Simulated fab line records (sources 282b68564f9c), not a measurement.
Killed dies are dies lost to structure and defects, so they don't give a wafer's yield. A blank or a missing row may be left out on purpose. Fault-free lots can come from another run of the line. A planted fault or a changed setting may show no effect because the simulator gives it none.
Struck lot and sound lot, side by side + flow rit cmos + 18 steps out of a route of 202
Sound: wafers L271.2, L271.4, L271.6. Wafers L280.1, L280.2, L280.4 were the ones struck. The cause is named last.
Each step with rows lists, per side, the tool, then ch with its chambers, then its first start. Under that, the readings that differ: sound wafers + struck wafers + difference of the means + sigmas: that difference in standard deviations of wafers without a fault.
alike: readings with means less than 2 such deviations apart, plus words and numbers identical on both sides. not compared: withheld readings, readings lacking a value on some wafer, bounds such as >300 that could conceal the same value, and numbers that have no deviation in the record and whose values overlap.
A row with sigmas, a row that says differs or no value, or rows on one side alone: a step with any of these is where the two part. Numbers that have no deviation but don't overlap get no sigmas and don't part them. A reading that every wafer of one side lacks parts them only if that side has two wafers or more.

RIT_ACTIVE_BOW_MEAS_00:
  sound on film metro-04 at day 3 17:01; struck on film metro-04 at day 5 14:00
  alike: INCOMING_BOW
then, 1 step without rows for these wafers: RIT_ACTIVE_OXIDATION_01 (target thk 46.8 nm, ox time 3360 s).
RIT_ACTIVE_THK_MEAS_02:
  sound on film metro-04 at day 3 19:04; struck on film metro-01 at day 5 17:10
| reading               | sound          | struck         | difference | sigmas |
|-----------------------|----------------|----------------|------------|--------|
| ACTIVE_OXIDE_THK (nm) | 47.1 47.9 48.0 | 45.7 45.4 45.4 | -2.2       | -2     |
then, 1 step without rows for these wafers: RIT_ACTIVE_CVD_03 (deposits Si3N4 from SiH2Cl2/NH3, target thk 150 nm, time 1500 s).
RIT_ACTIVE_THK_MEAS_04:
  sound on film metro-04 at day 3 20:32; struck on film metro-04 at day 5 18:38
| reading                 | sound             | struck            | difference | sigmas |
|-------------------------|-------------------|-------------------|------------|--------|
| ACTIVE_NITRIDE_THK (nm) | 150.2 150.5 152.1 | 147.4 148.5 148.8 | -2.7       | -2     |
then, 5 steps without rows for these wafers: RIT_ACTIVE_HMDS_05 (prime time 60 s); RIT_ACTIVE_COAT_06 (resist thk 1000 nm); RIT_ACTIVE_SOFTBAKE_07 (time 60 s); RIT_ACTIVE_EXPOSE_08 (exposes mask M1, target cd 1400 nm); RIT_ACTIVE_PEB_09.
RIT_ACTIVE_DEVELOP_10: develop time 50 s.
  sound on litho track-02 ch 0, day 3 21:00; struck on litho track-03 ch 0, day 5 19:00
then, 1 step without rows for these wafers: RIT_ACTIVE_HARDBAKE_12 (time 60 s).
RIT_ACTIVE_ETCH_13: etches Si3N4 in SF6, stops on SiO2, time 210 s, target depth 210 nm.
  sound on rie diel-03 ch 0,2,3, day 3 21:50; struck on rie diel-03 ch 0,1,3, day 5 19:49
  alike: drypump motor current A, oes product au, rf fwd power W, throttle valve pct
  not compared: rf hours counter h
RIT_ACTIVE_STRIP_14: strips in O2, time 180 s.
  sound on plasma asher-04 ch 0,1, day 3 21:58; struck on plasma asher-01 ch 0,1, day 5 19:57
  alike: drypump motor current A
  not compared: rf hours counter h
then, 3 steps without rows for these wafers: RIT_ACTIVE_CLEAN_15 (cleans in SC1, time 600 s); RIT_ACTIVE_CLEAN_16 (cleans in dHF, time 30 s); RIT_ACTIVE_CLEAN_17 (cleans in SC2, time 600 s).
RIT_M1_PROBE_99:
  sound on prober-01 at day 5 20:09; struck on prober-02 at day 7 19:00
| reading             | sound  | struck      | difference | sigmas |
|---------------------|--------|-------------|------------|--------|
| killed at front end | 10 8 1 | 159 158 156 | +151       | +50    |
| killed dies         | 10 8 2 | 159 158 156 | +151       | +50    |
| killed on rim       | 5 1 1  | 62 59 58    | +57        | +38    |
  alike: killed at contacts, killed open, killed short

## WHERE THEY PART
Earliest at RIT_ACTIVE_THK_MEAS_02; latest, in this record, at RIT_M1_PROBE_99.

WHY: whatever the simulator had introduced
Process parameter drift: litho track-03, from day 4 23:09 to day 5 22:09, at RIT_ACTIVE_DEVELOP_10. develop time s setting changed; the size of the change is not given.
